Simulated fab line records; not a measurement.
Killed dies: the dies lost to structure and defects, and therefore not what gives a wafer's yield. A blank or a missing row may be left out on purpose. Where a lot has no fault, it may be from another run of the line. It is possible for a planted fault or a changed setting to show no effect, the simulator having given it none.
Which tool is to blame?    flow berkeley_cmos170    13 lots, 39 wafers sampled, at 3 steps of a route of 331

== WHAT THE GAUGES SHOWED, per wafer ==
UCB170_NWELL_OVL_MEAS_12.
lot   measured     on          NWELL_OVL (nm)
L813  day 2 23:12  overlay-02  7 -10 -2
L812  day 2 23:28  overlay-01  -3 -12 -1
L814  day 3 10:17  overlay-02  -2 -11 -1
L816  day 3 18:27  overlay-01  -13 -6 -7
L817  day 4 04:57  overlay-01  -3 8 1
L818  day 4 05:11  overlay-02  4 2 8
L822  day 5 04:36  overlay-02  1 -2 9
L826  day 5 19:08  overlay-02  1 -2 -6
L827  day 6 03:26  overlay-01  -12 -16 -9
L829  day 6 13:30  overlay-01  1 2 4
L830  day 6 13:46  overlay-01  -1 -7 -4
L831  day 6 22:43  overlay-01  -8 -9 -13
L832  day 6 22:59  overlay-02  4 1 -8

UCB170_PWELL_TW_MEAS_17.
lot   measured     on             PWELL_TW
L813  day 3 20:14  film_metro-04  379.7 382.5 384.0
L812  day 3 20:31  film_metro-04  383.6 381.8 382.3
L814  day 4 06:19  film_metro-02  376.1 376.6 377.2
L816  day 4 17:23  film_metro-03  381.0 382.6 381.5
L817  day 5 02:11  film_metro-03  380.2 381.9 380.1
L818  day 5 01:54  film_metro-04  383.4 382.7 381.1
L822  day 6 03:10  film_metro-04  386.4 387.4 384.1
L826  day 6 15:21  film_metro-03  381.6 379.8 380.7
L827  day 7 00:29  film_metro-03  381.8 382.2 383.5
L829  day 7 12:47  film_metro-03  384.6 382.5 382.7
L830  day 7 12:29  film_metro-03  384.9 381.0 382.9
L831  day 7 18:14  film_metro-03  385.3 381.9 382.7
L832  day 7 18:28  film_metro-04  383.5 385.8 384.1

UCB170_SCREENOX_THK_MEAS_02.
lot   measured      on             SCREENOX_OXIDE_THK (nm)
L813  day 6 11:05   film_metro-01  14.57 14.63 14.39
L812  day 6 11:04   film_metro-02  14.71 14.28 14.50
L814  day 6 21:54   film_metro-04  14.33 14.27 14.25
L816  day 7 14:17   film_metro-02  14.38 14.20 14.34
L817  day 7 14:17   film_metro-04  14.35 14.27 14.04
L818  day 7 14:21   film_metro-02  14.38 14.32 14.14
L822  day 8 16:56   film_metro-02  14.18 13.96 14.01
L826  day 9 07:34   film_metro-04  14.71 14.73 14.58
L827  day 10 04:00  film_metro-04  13.65 13.47 13.85
L829  day 10 13:50  film_metro-02  14.06 14.16 14.27
L830  day 10 13:53  film_metro-02  14.32 14.27 13.94
L831  day 10 13:53  film_metro-01  14.65 14.47 14.30
L832  day 10 13:50  film_metro-01  14.27 14.20 14.40

== WHAT TOOL EACH LOT RAN ON (gives the tool, then ch and the chambers of the sampled wafers, and finally the start) ==
The record holds no process step before these readings.

== WHAT THE TOOLS THEMSELVES READ (means of the sampled wafers that have a number; where no wafer has one, the mark that the record gives instead) ==
The record holds no such reading with a usual standard deviation.

== THE ANSWER, worked out from the rows above alone ==
Rule: the lots themselves supply what counts as usual. The widest of any qualifying gaps counts: lots, ordered by their means at a reading, are off when they make up no more than a third of the lots, leave a main group of 4 or more, and stand apart from it by 3 or more times the standard deviation of that group's means. A main group whose means are all the same, to the digits that the tables above print for the reading, isn't used. Also off: a lot with no number at a reading for which 4 or more lots have one. Any other lot the step has rows for is counted as sound. The gauges are gone through in route order, then the tools' own readings, and for those a lot's mean is taken as printed above. The first step at which some lot is off is used, and at that step the reading that is off furthest; a lot without a number counts as furthest.
None of the lots is off at any reading shown; this tells nothing.

== WHAT HAD BEEN PUT IN BY THE SIMULATOR ==
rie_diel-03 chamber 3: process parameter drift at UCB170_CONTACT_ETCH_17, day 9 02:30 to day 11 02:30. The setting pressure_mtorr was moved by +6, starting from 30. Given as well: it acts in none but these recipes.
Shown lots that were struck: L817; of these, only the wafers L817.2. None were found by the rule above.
